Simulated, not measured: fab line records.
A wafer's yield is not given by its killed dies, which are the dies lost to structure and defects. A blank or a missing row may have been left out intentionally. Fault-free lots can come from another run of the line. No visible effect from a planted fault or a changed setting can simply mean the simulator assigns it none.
Matching of chambers	flow berkeley cmos170	wet bench-02 running UCB170_CONTACT_CLEAN_00: 4 sister chambers
The step cleans in SPM, time 600 s. 8 wafers are shown with their chamber, then 7 later ones without.

## WAFERS PAIRED WITH THEIR CHAMBERS
wafer	chamber	bath guard temp C (C)	bath heat duty pct (%)
L599.3	3	119.3	13.0
L599.5	3	119.0	12.1
L607.4	0	120.2	12.8
L607.6	0	120.2	12.2
L604.5	1	120.0	12.5
L604.6	1	119.5	11.1
L605.1	2	119.5	12.6
L605.3	2	119.9	12.0

## WAFERS MISSING THEIR CHAMBER
wafer	bath guard temp C (C)	bath heat duty pct (%)
L605.4	120.1	12.9
L611.2	120.2	12.1
L611.4	120.3	12.8
L611.5	120.1	12.1
L620.2	119.9	12.2
L620.4	120.1	12.6
L620.5	119.6	12.3

## EACH ONE'S CHAMBER
wafer	from the rows above	in truth
L605.4	can't be placed: 0 or 2 or 1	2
L611.2	can't be placed: 0 or 1 or 2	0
L611.4	can't be placed: 0 or 2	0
L611.5	can't be placed: 0 or 1 or 2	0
L620.2	can't be placed: 2 or 1 or 0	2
L620.4	can't be placed: 0 or 2 or 1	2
L620.5	can't be placed: 2 or 1 or 3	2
Correctly placed: 0 of 7. Can't be placed from these rows: 7 (the true chamber is among the candidates in 7). Placed wrongly: 0.
How it was worked out, from the rows above alone: a wafer's distance from a chamber is the root of the sum, over the readings, of the square of ((its reading less the chamber's mean) divided by the reading's scatter). If the next closest chamber is less than 2 further off than the closest, the wafer can't be placed; otherwise it belongs to the closest. Each chamber's mean is taken over the wafers shown for it. The scatter: take each reading less its chamber's mean, square it, sum over the shown wafers, divide by the number of wafers less the number of chambers, and take the root.
